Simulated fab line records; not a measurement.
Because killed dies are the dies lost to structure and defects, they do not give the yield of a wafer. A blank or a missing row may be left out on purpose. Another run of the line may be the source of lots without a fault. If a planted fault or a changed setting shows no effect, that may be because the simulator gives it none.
fab line records :: flow rit_cmos
[record]
  lots = 13
  wafers = 39
  last_day = 8
route steps=202 shown NWELL@31 PWELL@49 M1@202
lots that met no fault: from a run of the same line without faults
start_h: hours from the record's first day to the start of the lot's first wafer shown :: wait_h: hours elapsed since this lot's preceding step :: " the same as in the row above :: L1.1+2: a single row standing in for several wafers :: - value missing, or start not given :: * or withheld: withheld :: < > ~ a bound
route shown NAME@n: a module of which the file shows steps, and the number in the route of the first :: usual: mean/standard deviation of fault-free wafers :: same: alike in all rows :: chamber/n: place in a boat :: sites: readings site by site :: _std_site: standard deviation of those values :: _edge_site: the outer-site mean with the inner-site mean subtracted :: radius_mm: for every site, how far away it sits from the centre of the wafer :: mask NAME#n: copy n :: behind: the most recent tool/chamber to have shaped the wafer :: hold: cause of the lot's hold/its duration in hours/its outcome :: device: names the non-switching transistor (n, p or np) :: end of line: the tests these same wafers got at the end of their route :: for a step that has no rows: nothing shown but its recipe :: killed: the dies lost at the first sort to structure and to defects; this is not the yield of the wafer :: map: dies across one wafer; x = killed, . = not, _ = none there
set.NAME: the run value of the setting; set.NAME@STEP: its run value at that earlier step :: model.NAME: the simulator's own value behind a step, which no gauge read
a sample of lots followed through the steps of the route, with each step as a table and each wafer as a row
services: from which hour (start_h, from the record's first day; less than 0 if before it) a tool's chamber was out of use, for how many hours, and why
[[steps]]
[step RIT_NWELL_EXPOSE_03]
[recipe]
  mask_id = M2
  na = 0.57
  target_cd_nm = 43900
  dose_mj = 250
lot.wafer: L678.2+3+5
tool: iline_stepper-02
chamber: 0
start_h: 26.43
wait_h: 0.2
mask: M2#0

lot.wafer: L681.1+4+5
tool: iline_stepper-01
chamber: 0
start_h: 42.63
wait_h: 0.2
mask: M2#0

lot.wafer: L683.3+4+5
tool: iline_stepper-01
chamber: 0
start_h: 56.08
wait_h: 0.2
mask: M2#0

lot.wafer: L684.1+2+6
tool: iline_stepper-02
chamber: 0
start_h: 58.68
wait_h: 0.2
mask: M3#0

lot.wafer: L686.1+3+4
tool: iline_stepper-02
chamber: 0
start_h: 70.58
wait_h: 0.2
mask: M2#0

lot.wafer: L690.1+5+6
tool: iline_stepper-01
chamber: 0
start_h: 87.78
wait_h: 0.1
mask: M2#0

lot.wafer: L694.3+4+5
tool: iline_stepper-02
chamber: 0
start_h: 109.22
wait_h: 0.1
mask: M2#0

lot.wafer: L695.2+3+6
tool: iline_stepper-01
chamber: 0
start_h: 116.50
wait_h: 0.2
mask: M2#0

lot.wafer: L696.4+5+6
tool: iline_stepper-01
chamber: 0
start_h: 121.89
wait_h: 0.1
mask: M2#0

lot.wafer: L697.1+4+6
tool: iline_stepper-02
chamber: 0
start_h: 128.01
wait_h: 0.2
mask: M2#0

lot.wafer: L698.3+4+6
tool: iline_stepper-02
chamber: 0
start_h: 133.55
wait_h: 0.1
mask: M2#0

lot.wafer: L699.2+3+6
tool: iline_stepper-01
chamber: 0
start_h: 138.54
wait_h: 0.2
mask: M2#0

lot.wafer: L700.2+3+5
tool: iline_stepper-02
chamber: 0
start_h: 146.98
wait_h: 0.2
mask: M2#0
[step RIT_NWELL_OVL_MEAS_06]
[usual]
  NWELL_OVL = -0.4/1.3
lot.wafer: L678.2
tool: overlay-02
chamber: -
start_h: 26.85
wait_h: -
NWELL_OVL[nm]: -1.3

lot.wafer: L678.3
tool: overlay-02
chamber: -
start_h: 26.85
wait_h: -
NWELL_OVL[nm]: 1.3

lot.wafer: L678.5
tool: overlay-02
chamber: -
start_h: 26.85
wait_h: -
NWELL_OVL[nm]: 0.0

lot.wafer: L681.1
tool: overlay-01
chamber: -
start_h: 43.06
wait_h: -
NWELL_OVL[nm]: -1.7

lot.wafer: L681.4
tool: overlay-01
chamber: -
start_h: 43.06
wait_h: -
NWELL_OVL[nm]: -1.9

lot.wafer: L681.5
tool: overlay-01
chamber: -
start_h: 43.06
wait_h: -
NWELL_OVL[nm]: 1.1

lot.wafer: L683.3
tool: overlay-02
chamber: -
start_h: 56.48
wait_h: -
NWELL_OVL[nm]: 0.9

lot.wafer: L683.4
tool: overlay-02
chamber: -
start_h: 56.48
wait_h: -
NWELL_OVL[nm]: -0.3

lot.wafer: L683.5
tool: overlay-02
chamber: -
start_h: 56.48
wait_h: -
NWELL_OVL[nm]: 1.2

lot.wafer: L684.1
tool: overlay-02
chamber: -
start_h: 59.11
wait_h: -
NWELL_OVL[nm]: -

lot.wafer: L684.2
tool: overlay-02
chamber: -
start_h: 59.11
wait_h: -
NWELL_OVL[nm]: -

lot.wafer: L684.6
tool: overlay-02
chamber: -
start_h: 59.11
wait_h: -
NWELL_OVL[nm]: -

lot.wafer: L686.1
tool: overlay-02
chamber: -
start_h: 71.01
wait_h: -
NWELL_OVL[nm]: -1.5

lot.wafer: L686.3
tool: overlay-02
chamber: -
start_h: 71.01
wait_h: -
NWELL_OVL[nm]: 0.7

lot.wafer: L686.4
tool: overlay-02
chamber: -
start_h: 71.01
wait_h: -
NWELL_OVL[nm]: -1.2

lot.wafer: L690.1
tool: overlay-01
chamber: -
start_h: 88.21
wait_h: -
NWELL_OVL[nm]: -0.4

lot.wafer: L690.5
tool: overlay-01
chamber: -
start_h: 88.21
wait_h: -
NWELL_OVL[nm]: 0.6

lot.wafer: L690.6
tool: overlay-01
chamber: -
start_h: 88.21
wait_h: -
NWELL_OVL[nm]: -1.0

lot.wafer: L694.3
tool: overlay-01
chamber: -
start_h: 109.62
wait_h: -
NWELL_OVL[nm]: 0.9

lot.wafer: L694.4
tool: overlay-01
chamber: -
start_h: 109.62
wait_h: -
NWELL_OVL[nm]: -1.8

lot.wafer: L694.5
tool: overlay-01
chamber: -
start_h: 109.62
wait_h: -
NWELL_OVL[nm]: -0.8

lot.wafer: L695.2
tool: overlay-02
chamber: -
start_h: 116.91
wait_h: -
NWELL_OVL[nm]: 1.1

lot.wafer: L695.3
tool: overlay-02
chamber: -
start_h: 116.91
wait_h: -
NWELL_OVL[nm]: -2.1

lot.wafer: L695.6
tool: overlay-02
chamber: -
start_h: 116.91
wait_h: -
NWELL_OVL[nm]: 2.0

lot.wafer: L696.4
tool: overlay-01
chamber: -
start_h: 122.28
wait_h: -
NWELL_OVL[nm]: -0.5

lot.wafer: L696.5
tool: overlay-01
chamber: -
start_h: 122.28
wait_h: -
NWELL_OVL[nm]: -1.4

lot.wafer: L696.6
tool: overlay-01
chamber: -
start_h: 122.28
wait_h: -
NWELL_OVL[nm]: -0.3

lot.wafer: L697.1
tool: overlay-01
chamber: -
start_h: 128.44
wait_h: -
NWELL_OVL[nm]: 0.7

lot.wafer: L697.4
tool: overlay-01
chamber: -
start_h: 128.44
wait_h: -
NWELL_OVL[nm]: 1.7

lot.wafer: L697.6
tool: overlay-01
chamber: -
start_h: 128.44
wait_h: -
NWELL_OVL[nm]: -0.8

lot.wafer: L698.3
tool: overlay-02
chamber: -
start_h: 133.96
wait_h: -
NWELL_OVL[nm]: -2.9

lot.wafer: L698.4
tool: overlay-02
chamber: -
start_h: 133.96
wait_h: -
NWELL_OVL[nm]: -0.5

lot.wafer: L698.6
tool: overlay-02
chamber: -
start_h: 133.96
wait_h: -
NWELL_OVL[nm]: -2.4

lot.wafer: L699.2
tool: overlay-01
chamber: -
start_h: 138.96
wait_h: -
NWELL_OVL[nm]: -1.2

lot.wafer: L699.3
tool: overlay-01
chamber: -
start_h: 138.96
wait_h: -
NWELL_OVL[nm]: -0.8

lot.wafer: L699.6
tool: overlay-01
chamber: -
start_h: 138.96
wait_h: -
NWELL_OVL[nm]: -1.2

lot.wafer: L700.2
tool: overlay-01
chamber: -
start_h: 147.39
wait_h: -
NWELL_OVL[nm]: -0.4

lot.wafer: L700.3
tool: overlay-01
chamber: -
start_h: 147.39
wait_h: -
NWELL_OVL[nm]: -0.4

lot.wafer: L700.5
tool: overlay-01
chamber: -
start_h: 147.39
wait_h: -
NWELL_OVL[nm]: 0.2
[step RIT_NWELL_TW_MEAS_10]
[usual]
  NWELL_TW = 2149/30
lot.wafer: L678.2
tool: film_metro-03
chamber: -
start_h: 27.46
wait_h: 0.1
NWELL_TW: 2178

lot.wafer: L678.3
tool: film_metro-03
chamber: -
start_h: 27.46
wait_h: 0.1
NWELL_TW: 2168

lot.wafer: L678.5
tool: film_metro-03
chamber: -
start_h: 27.46
wait_h: 0.1
NWELL_TW: 2183

lot.wafer: L681.1
tool: film_metro-03
chamber: -
start_h: 43.67
wait_h: 0.1
NWELL_TW: 2165

lot.wafer: L681.4
tool: film_metro-03
chamber: -
start_h: 43.67
wait_h: 0.1
NWELL_TW: 2181

lot.wafer: L681.5
tool: film_metro-03
chamber: -
start_h: 43.67
wait_h: 0.1
NWELL_TW: 2171

lot.wafer: L683.3
tool: film_metro-03
chamber: -
start_h: 57.10
wait_h: 0.1
NWELL_TW: 2157

lot.wafer: L683.4
tool: film_metro-03
chamber: -
start_h: 57.10
wait_h: 0.1
NWELL_TW: 2171

lot.wafer: L683.5
tool: film_metro-03
chamber: -
start_h: 57.10
wait_h: 0.1
NWELL_TW: 2164

lot.wafer: L684.1
tool: film_metro-02
chamber: -
start_h: 59.72
wait_h: 0.1
NWELL_TW: 30

lot.wafer: L684.2
tool: film_metro-02
chamber: -
start_h: 59.72
wait_h: 0.1
NWELL_TW: 30

lot.wafer: L684.6
tool: film_metro-02
chamber: -
start_h: 59.72
wait_h: 0.1
NWELL_TW: 30

lot.wafer: L686.1
tool: film_metro-03
chamber: -
start_h: 71.62
wait_h: 0.1
NWELL_TW: 2163

lot.wafer: L686.3
tool: film_metro-03
chamber: -
start_h: 71.62
wait_h: 0.1
NWELL_TW: 2161

lot.wafer: L686.4
tool: film_metro-03
chamber: -
start_h: 71.62
wait_h: 0.1
NWELL_TW: 2168

lot.wafer: L690.1
tool: film_metro-02
chamber: -
start_h: 88.82
wait_h: 0.1
NWELL_TW: 2149

lot.wafer: L690.5
tool: film_metro-02
chamber: -
start_h: 88.82
wait_h: 0.1
NWELL_TW: 2161

lot.wafer: L690.6
tool: film_metro-02
chamber: -
start_h: 88.82
wait_h: 0.1
NWELL_TW: 2148

lot.wafer: L694.3
tool: film_metro-01
chamber: -
start_h: 110.24
wait_h: 0.1
NWELL_TW: 2105

lot.wafer: L694.4
tool: film_metro-01
chamber: -
start_h: 110.24
wait_h: 0.1
NWELL_TW: 2099

lot.wafer: L694.5
tool: film_metro-01
chamber: -
start_h: 110.24
wait_h: 0.1
NWELL_TW: 2113

lot.wafer: L695.2
tool: film_metro-03
chamber: -
start_h: 117.53
wait_h: 0.1
NWELL_TW: 2164

lot.wafer: L695.3
tool: film_metro-03
chamber: -
start_h: 117.53
wait_h: 0.1
NWELL_TW: 2168

lot.wafer: L695.6
tool: film_metro-03
chamber: -
start_h: 117.53
wait_h: 0.1
NWELL_TW: 2170

lot.wafer: L696.4
tool: film_metro-03
chamber: -
start_h: 122.91
wait_h: 0.1
NWELL_TW: 2181

lot.wafer: L696.5
tool: film_metro-03
chamber: -
start_h: 122.91
wait_h: 0.1
NWELL_TW: 2177

lot.wafer: L696.6
tool: film_metro-03
chamber: -
start_h: 122.91
wait_h: 0.1
NWELL_TW: 2175

lot.wafer: L697.1
tool: film_metro-03
chamber: -
start_h: 129.05
wait_h: 0.1
NWELL_TW: 2182

lot.wafer: L697.4
tool: film_metro-03
chamber: -
start_h: 129.05
wait_h: 0.1
NWELL_TW: 2175

lot.wafer: L697.6
tool: film_metro-03
chamber: -
start_h: 129.05
wait_h: 0.1
NWELL_TW: 2179

lot.wafer: L698.3
tool: film_metro-03
chamber: -
start_h: 134.58
wait_h: 0.1
NWELL_TW: 2194

lot.wafer: L698.4
tool: film_metro-03
chamber: -
start_h: 134.58
wait_h: 0.1
NWELL_TW: 2190

lot.wafer: L698.6
tool: film_metro-03
chamber: -
start_h: 134.58
wait_h: 0.1
NWELL_TW: 2174

lot.wafer: L699.2
tool: film_metro-03
chamber: -
start_h: 139.57
wait_h: 0.1
NWELL_TW: 2180

lot.wafer: L699.3
tool: film_metro-03
chamber: -
start_h: 139.57
wait_h: 0.1
NWELL_TW: 2177

lot.wafer: L699.6
tool: film_metro-03
chamber: -
start_h: 139.57
wait_h: 0.1
NWELL_TW: 2186

lot.wafer: L700.2
tool: film_metro-01
chamber: -
start_h: 148.01
wait_h: 0.1
NWELL_TW: 2105

lot.wafer: L700.3
tool: film_metro-01
chamber: -
start_h: 148.01
wait_h: 0.1
NWELL_TW: 2113

lot.wafer: L700.5
tool: film_metro-01
chamber: -
start_h: 148.01
wait_h: 0.1
NWELL_TW: 2094
[step RIT_PWELL_TW_MEAS_10]
[usual]
  PWELL_TW = 949/12
lot.wafer: L678.2
tool: film_metro-03
chamber: -
start_h: 29.21
wait_h: 0.1
PWELL_TW: 966

lot.wafer: L678.3
tool: film_metro-03
chamber: -
start_h: 29.21
wait_h: 0.1
PWELL_TW: 970

lot.wafer: L678.5
tool: film_metro-03
chamber: -
start_h: 29.21
wait_h: 0.1
PWELL_TW: 962

lot.wafer: L681.1
tool: film_metro-02
chamber: -
start_h: 45.35
wait_h: 0.1
PWELL_TW: 948

lot.wafer: L681.4
tool: film_metro-02
chamber: -
start_h: 45.35
wait_h: 0.1
PWELL_TW: 941

lot.wafer: L681.5
tool: film_metro-02
chamber: -
start_h: 45.35
wait_h: 0.1
PWELL_TW: 945

lot.wafer: L683.3
tool: film_metro-01
chamber: -
start_h: 58.65
wait_h: 0.1
PWELL_TW: 931

lot.wafer: L683.4
tool: film_metro-01
chamber: -
start_h: 58.65
wait_h: 0.1
PWELL_TW: 931

lot.wafer: L683.5
tool: film_metro-01
chamber: -
start_h: 58.65
wait_h: 0.1
PWELL_TW: 931

lot.wafer: L684.1
tool: film_metro-02
chamber: -
start_h: 61.40
wait_h: 0.1
PWELL_TW: 2191

lot.wafer: L684.2
tool: film_metro-02
chamber: -
start_h: 61.40
wait_h: 0.1
PWELL_TW: 2188

lot.wafer: L684.6
tool: film_metro-02
chamber: -
start_h: 61.40
wait_h: 0.1
PWELL_TW: 2184

lot.wafer: L686.1
tool: film_metro-01
chamber: -
start_h: 73.33
wait_h: 0.1
PWELL_TW: 936

lot.wafer: L686.3
tool: film_metro-01
chamber: -
start_h: 73.33
wait_h: 0.1
PWELL_TW: 938

lot.wafer: L686.4
tool: film_metro-01
chamber: -
start_h: 73.33
wait_h: 0.1
PWELL_TW: 937

lot.wafer: L690.1
tool: film_metro-01
chamber: -
start_h: 90.49
wait_h: 0.1
PWELL_TW: 933

lot.wafer: L690.5
tool: film_metro-01
chamber: -
start_h: 90.49
wait_h: 0.1
PWELL_TW: 933

lot.wafer: L690.6
tool: film_metro-01
chamber: -
start_h: 90.49
wait_h: 0.1
PWELL_TW: 935

lot.wafer: L694.3
tool: film_metro-02
chamber: -
start_h: 111.92
wait_h: 0.1
PWELL_TW: 952

lot.wafer: L694.4
tool: film_metro-02
chamber: -
start_h: 111.92
wait_h: 0.1
PWELL_TW: 954

lot.wafer: L694.5
tool: film_metro-02
chamber: -
start_h: 111.92
wait_h: 0.1
PWELL_TW: 949

lot.wafer: L695.2
tool: film_metro-03
chamber: -
start_h: 119.08
wait_h: 0.1
PWELL_TW: 961

lot.wafer: L695.3
tool: film_metro-03
chamber: -
start_h: 119.08
wait_h: 0.1
PWELL_TW: 966

lot.wafer: L695.6
tool: film_metro-03
chamber: -
start_h: 119.08
wait_h: 0.1
PWELL_TW: 956

lot.wafer: L696.4
tool: film_metro-03
chamber: -
start_h: 124.46
wait_h: 0.1
PWELL_TW: 966

lot.wafer: L696.5
tool: film_metro-03
chamber: -
start_h: 124.46
wait_h: 0.1
PWELL_TW: 965

lot.wafer: L696.6
tool: film_metro-03
chamber: -
start_h: 124.46
wait_h: 0.1
PWELL_TW: 963

lot.wafer: L697.1
tool: film_metro-01
chamber: -
start_h: 130.60
wait_h: 0.1
PWELL_TW: 944

lot.wafer: L697.4
tool: film_metro-01
chamber: -
start_h: 130.60
wait_h: 0.1
PWELL_TW: 941

lot.wafer: L697.6
tool: film_metro-01
chamber: -
start_h: 130.60
wait_h: 0.1
PWELL_TW: 937

lot.wafer: L698.3
tool: film_metro-01
chamber: -
start_h: 136.13
wait_h: 0.1
PWELL_TW: 939

lot.wafer: L698.4
tool: film_metro-01
chamber: -
start_h: 136.13
wait_h: 0.1
PWELL_TW: 942

lot.wafer: L698.6
tool: film_metro-01
chamber: -
start_h: 136.13
wait_h: 0.1
PWELL_TW: 928

lot.wafer: L699.2
tool: film_metro-03
chamber: -
start_h: 141.25
wait_h: 0.1
PWELL_TW: 968

lot.wafer: L699.3
tool: film_metro-03
chamber: -
start_h: 141.25
wait_h: 0.1
PWELL_TW: 962

lot.wafer: L699.6
tool: film_metro-03
chamber: -
start_h: 141.25
wait_h: 0.1
PWELL_TW: 967

lot.wafer: L700.2
tool: film_metro-01
chamber: -
start_h: 149.56
wait_h: 0.1
PWELL_TW: 933

lot.wafer: L700.3
tool: film_metro-01
chamber: -
start_h: 149.56
wait_h: 0.1
PWELL_TW: 937

lot.wafer: L700.5
tool: film_metro-01
chamber: -
start_h: 149.56
wait_h: 0.1
PWELL_TW: 931
[step RIT_M1_PROBE_99]
[usual]
  killed_at_contacts = 0.0/0.22
  killed_at_front_end = 6.6/2.7
  killed_dies = 6.7/2.7
  killed_on_rim = 1.7/1.4
  killed_open = 3.4/2
  killed_short = 3.2/1.8
[same]
  gross_dies = 264
  killed_at_M0_to_M3 = 0
  killed_at_M4_up = 0
  killed_at_back_side = 0
  killed_at_other = 0
lot.wafer: L684.1
tool: prober-01
chamber: -
start_h: 97.80
wait_h: 0.1
killed_at_contacts: 0
killed_at_front_end: 264
killed_dies: 264
killed_on_rim: 70
killed_open: 7
killed_short: 3

lot.wafer: L684.2
tool: prober-01
chamber: -
start_h: 97.85
wait_h: 0.1
killed_at_contacts: 0
killed_at_front_end: 264
killed_dies: 264
killed_on_rim: 70
killed_open: 3
killed_short: 5

lot.wafer: L684.6
tool: prober-01
chamber: -
start_h: 98.05
wait_h: 0.2
killed_at_contacts: 0
killed_at_front_end: 264
killed_dies: 264
killed_on_rim: 70
killed_open: 2
killed_short: 5

lot.wafer: L694.3
tool: prober-01
chamber: -
start_h: 159.88
wait_h: 0.2
killed_at_contacts: 0
killed_at_front_end: 5
killed_dies: 5
killed_on_rim: 3
killed_open: 3
killed_short: 2

lot.wafer: L694.4
tool: prober-01
chamber: -
start_h: 159.93
wait_h: 0.2
killed_at_contacts: 0
killed_at_front_end: 5
killed_dies: 5
killed_on_rim: 0
killed_open: 2
killed_short: 3

lot.wafer: L694.5
tool: prober-01
chamber: -
start_h: 159.98
wait_h: 0.2
killed_at_contacts: 0
killed_at_front_end: 5
killed_dies: 5
killed_on_rim: 0
killed_open: 2
killed_short: 3
// killed by level:class
L684.1 NWELL:area_expose=254 FOX1:geometric_particle:open=4 GATE:geometric_particle:open=3 GATE:geometric_particle:short=2 FOX1:geometric_particle:short=1
L684.2 NWELL:area_expose=256 GATE:geometric_particle:short=3 SILICIDE:geometric_particle:open=2 REOX:geometric_particle:open=1 REOX:geometric_particle:short=1 SILICIDE:geometric_particle:short=1
L684.6 NWELL:area_expose=257 GATE:geometric_particle:short=3 FOX1:geometric_particle:open=1 FOX1:geometric_particle:short=1 GATE:geometric_particle:open=1 REOX:geometric_particle:short=1
L694.3 REOX:geometric_particle:open=3 GATE:geometric_particle:short=1 SPACER:geometric_particle:short=1
L694.4 FOX2:geometric_particle:short=2 GATE:geometric_particle:open=2 REOX:geometric_particle:short=1
L694.5 FOX1:geometric_particle:open=2 FOX1:geometric_particle:short=1 GATE:geometric_particle:short=1 SPACER:geometric_particle:short=1
[[services]]
tool: iline_stepper-02
chamber: 0
start_h: 14.90
hours: -
kind: calibration

tool: iline_stepper-02
chamber: -
start_h: 47.79
hours: 4.4
kind: pm

tool: iline_stepper-02
chamber: -
start_h: 115.35
hours: 7.2
kind: repair

tool: iline_stepper-02
chamber: -
start_h: 122.57
hours: 1.7
kind: pm
[[key]]
[first_sign]
  step = RIT_NWELL_EXPOSE_03
  reading = mask
  direction = changed
[effect]
  step = RIT_NWELL_OVL_MEAS_06
  reading = NWELL_OVL
  direction = missing
[effect]
  step = RIT_NWELL_TW_MEAS_10
  reading = NWELL_TW
  direction = down
  sigmas = 70
  usual = 2149
  struck = 30
[effect]
  step = RIT_PWELL_TW_MEAS_10
  reading = PWELL_TW
  direction = up
  sigmas = 99+
  usual = 949
  struck = 2188
[effect]
  step = RIT_M1_PROBE_99
  reading = killed_dies
  direction = up
  sigmas = 94
  usual = 6.7
  struck = 264
[more_kills_born_at]
  RIT_NWELL_EXPOSE_03@iline_stepper-02 = 767
met_at RIT_NWELL_EXPOSE_03
struck_lots L684
tester_left_out L684
onset_between 26.43 58.68
[fault]
  kind = wrong_mask
  tool = any
  chamber = -
  onset_h = 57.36
  steps = RIT_NWELL_EXPOSE_03
  aux_copy = M3#0
  scope = struck_lots_only
// tester_left_out: of these lots the tester's yield and bins aren't shown, on N5 and GAA mostly nor the transistor test; their killed dies are dies lost to structure and defects alone, not to doping, threshold or leakage, so they don't give the yield
